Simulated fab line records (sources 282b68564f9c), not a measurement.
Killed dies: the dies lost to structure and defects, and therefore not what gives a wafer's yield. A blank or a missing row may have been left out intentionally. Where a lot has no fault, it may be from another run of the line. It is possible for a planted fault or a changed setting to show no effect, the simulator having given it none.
Split-lot trial / flow rit cmos / 23 wafers read across 5 lots, on a route 202 steps long

== ON THE SPLIT ==
At RIT_NSD_COAT_01 (resist thk 1000 nm), the setting spin rpm was moved away from the recipe's 3250 rpm on 10 of the 23 wafers read, by -4.8% to +6.7%. The other wafers ran this setting at the recipe's value.

== FROM THE SPLIT TO THE READING: what the file shows between them, 3 steps ==
- RIT_NSD_SOFTBAKE_02: time 60 s
- RIT_NSD_EXPOSE_03: exposes mask M9, target cd 40700 nm
- RIT_NSD_DEVELOP_05: develop time 50 s

== THE READING ==
NOVOLAK_of_NSD_COAT_01.thk nm (the simulator's own value, which no gauge read), in nm, at RIT_NSD_HARDBAKE_07 (time 60 s). No usual value for it is given in the file. The 13 wafers here that ran the recipe average 883.6 nm, standard deviation 2.4 nm.

wafer=L077.2; tool, chamber at the split=litho track-04, 0; spin rpm as run, rpm=3250; against the recipe=recipe; NOVOLAK_of_NSD_COAT_01.thk nm, nm=882.9; against lot-mates on the recipe=-
wafer=L077.4; tool, chamber at the split=litho track-04, 0; spin rpm as run, rpm=3250; against the recipe=recipe; NOVOLAK_of_NSD_COAT_01.thk nm, nm=879.2; against lot-mates on the recipe=-
wafer=L077.5; tool, chamber at the split=litho track-04, 0; spin rpm as run, rpm=3250; against the recipe=recipe; NOVOLAK_of_NSD_COAT_01.thk nm, nm=882.3; against lot-mates on the recipe=-
wafer=L078.1; tool, chamber at the split=litho track-01, 0; spin rpm as run, rpm=3250; against the recipe=recipe; NOVOLAK_of_NSD_COAT_01.thk nm, nm=883.5; against lot-mates on the recipe=-
wafer=L078.3; tool, chamber at the split=litho track-01, 0; spin rpm as run, rpm=3250; against the recipe=recipe; NOVOLAK_of_NSD_COAT_01.thk nm, nm=880.8; against lot-mates on the recipe=-
wafer=L078.4; tool, chamber at the split=litho track-01, 0; spin rpm as run, rpm=3467; against the recipe=+6.7%; NOVOLAK_of_NSD_COAT_01.thk nm, nm=854.8; against lot-mates on the recipe=-27.5
wafer=L078.5; tool, chamber at the split=litho track-01, 0; spin rpm as run, rpm=3467; against the recipe=+6.7%; NOVOLAK_of_NSD_COAT_01.thk nm, nm=856; against lot-mates on the recipe=-26.3
wafer=L078.6; tool, chamber at the split=litho track-01, 0; spin rpm as run, rpm=3250; against the recipe=recipe; NOVOLAK_of_NSD_COAT_01.thk nm, nm=882.7; against lot-mates on the recipe=-
wafer=L079.1; tool, chamber at the split=litho track-04, 0; spin rpm as run, rpm=3182; against the recipe=-2.1%; NOVOLAK_of_NSD_COAT_01.thk nm, nm=892.2; against lot-mates on the recipe=+9.8
wafer=L079.2; tool, chamber at the split=litho track-04, 0; spin rpm as run, rpm=3250; against the recipe=recipe; NOVOLAK_of_NSD_COAT_01.thk nm, nm=882.1; against lot-mates on the recipe=-
wafer=L079.3; tool, chamber at the split=litho track-04, 0; spin rpm as run, rpm=3182; against the recipe=-2.1%; NOVOLAK_of_NSD_COAT_01.thk nm, nm=894.5; against lot-mates on the recipe=+12.0
wafer=L079.5; tool, chamber at the split=litho track-04, 0; spin rpm as run, rpm=3182; against the recipe=-2.1%; NOVOLAK_of_NSD_COAT_01.thk nm, nm=892.9; against lot-mates on the recipe=+10.4
wafer=L079.6; tool, chamber at the split=litho track-04, 0; spin rpm as run, rpm=3250; against the recipe=recipe; NOVOLAK_of_NSD_COAT_01.thk nm, nm=882.8; against lot-mates on the recipe=-
wafer=L080.1; tool, chamber at the split=litho track-03, 0; spin rpm as run, rpm=3093; against the recipe=-4.8%; NOVOLAK_of_NSD_COAT_01.thk nm, nm=909.8; against lot-mates on the recipe=+23.3
wafer=L080.2; tool, chamber at the split=litho track-03, 0; spin rpm as run, rpm=3093; against the recipe=-4.8%; NOVOLAK_of_NSD_COAT_01.thk nm, nm=907; against lot-mates on the recipe=+20.5
wafer=L080.3; tool, chamber at the split=litho track-03, 0; spin rpm as run, rpm=3250; against the recipe=recipe; NOVOLAK_of_NSD_COAT_01.thk nm, nm=888.3; against lot-mates on the recipe=-
wafer=L080.5; tool, chamber at the split=litho track-03, 0; spin rpm as run, rpm=3250; against the recipe=recipe; NOVOLAK_of_NSD_COAT_01.thk nm, nm=884.4; against lot-mates on the recipe=-
wafer=L080.6; tool, chamber at the split=litho track-03, 0; spin rpm as run, rpm=3250; against the recipe=recipe; NOVOLAK_of_NSD_COAT_01.thk nm, nm=886.8; against lot-mates on the recipe=-
wafer=L084.1; tool, chamber at the split=litho track-03, 0; spin rpm as run, rpm=3250; against the recipe=recipe; NOVOLAK_of_NSD_COAT_01.thk nm, nm=883.7; against lot-mates on the recipe=-
wafer=L084.2; tool, chamber at the split=litho track-03, 0; spin rpm as run, rpm=3101; against the recipe=-4.6%; NOVOLAK_of_NSD_COAT_01.thk nm, nm=905.5; against lot-mates on the recipe=+20.1
wafer=L084.3; tool, chamber at the split=litho track-03, 0; spin rpm as run, rpm=3250; against the recipe=recipe; NOVOLAK_of_NSD_COAT_01.thk nm, nm=887; against lot-mates on the recipe=-
wafer=L084.4; tool, chamber at the split=litho track-03, 0; spin rpm as run, rpm=3101; against the recipe=-4.6%; NOVOLAK_of_NSD_COAT_01.thk nm, nm=906.9; against lot-mates on the recipe=+21.5
wafer=L084.5; tool, chamber at the split=litho track-03, 0; spin rpm as run, rpm=3101; against the recipe=-4.6%; NOVOLAK_of_NSD_COAT_01.thk nm, nm=905; against lot-mates on the recipe=+19.6

THE FIT
A straight line over all 23 wafers: NOVOLAK_of_NSD_COAT_01.thk nm changes by -4.59 nm for each +1% of spin rpm; r = -0.99; the points scatter about the line by 2.3 nm.
The same after taking each lot's own level away (the mean of its wafers on the recipe; 23 wafers): -4.29 nm for each +1%; r = -0.99; scatter 1.5 nm.
The reading moves by 29 nm for the largest change in spin rpm, on that fit.
The lots' own levels span 881.47 to 886.50 nm, that is 2.1 times the standard deviation above.
The two slopes are in agreement: the lot-to-lot level therefore moves the slope only a little.
Check: -28.3 nm against its lot-mates is what the line predicts for one of the wafers moved furthest among these (+6.7%) when that wafer is left out of the fit. Against them it came out at -27.5 nm.

== OTHER SPLITS ON THESE WAFERS ==
Before the reading, these wafers also passed through other splits. Each is held against what the fit with the lots' levels taken away leaves over:
other split on the same wafers=RIT_ACTIVE_OXIDATION_01 ox time s; wafers away from the commonest value=18; r with NOVOLAK_of_NSD_COAT_01.thk nm (lot level and that fit taken away)=+0.09
other split on the same wafers=RIT_FOX1_OXIDATION_00 temp c; wafers away from the commonest value=15; r with NOVOLAK_of_NSD_COAT_01.thk nm (lot level and that fit taken away)=-0.08
other split on the same wafers=RIT_NWELL_IMPLANT_08 dose cm2; wafers away from the commonest value=12; r with NOVOLAK_of_NSD_COAT_01.thk nm (lot level and that fit taken away)=-0.07
other split on the same wafers=RIT_PWELL_COAT_01 spin rpm; wafers away from the commonest value=9; r with NOVOLAK_of_NSD_COAT_01.thk nm (lot level and that fit taken away)=+0.32
other split on the same wafers=RIT_PRETRO_SOFTBAKE_02 temp c; wafers away from the commonest value=8; r with NOVOLAK_of_NSD_COAT_01.thk nm (lot level and that fit taken away)=-0.10
other split on the same wafers=RIT_GATE_SOFTBAKE_12 temp c; wafers away from the commonest value=7; r with NOVOLAK_of_NSD_COAT_01.thk nm (lot level and that fit taken away)=-0.17
other split on the same wafers=RIT_NLDD_IMPLANT_08 dose cm2; wafers away from the commonest value=4; r with NOVOLAK_of_NSD_COAT_01.thk nm (lot level and that fit taken away)=+0.00
other split on the same wafers=RIT_PLDD_IMPLANT_08 energy kev; wafers away from the commonest value=6; r with NOVOLAK_of_NSD_COAT_01.thk nm (lot level and that fit taken away)=-0.22

== THE WHOLE CHAIN: every reading that the file lists as answering this split, in the file's order ==
step=RIT_NSD_COAT_01; what it does=resist thk 1000 nm; reading=NOVOLAK_of_NSD_COAT_01.thk nm (the simulator's own value, which no gauge read); change (the file's fit)=-4.92 nm for each +1% of the setting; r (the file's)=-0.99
step=RIT_NSD_HARDBAKE_07; what it does=time 60 s; reading=NOVOLAK_of_NSD_COAT_01.thk nm (the simulator's own value, which no gauge read); change (the file's fit)=-4.31 nm for each +1% of the setting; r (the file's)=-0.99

== FILE'S OWN FIT ==
NOVOLAK_of_NSD_COAT_01.thk nm changes by -4.31 nm for each +1% of spin rpm, r = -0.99.
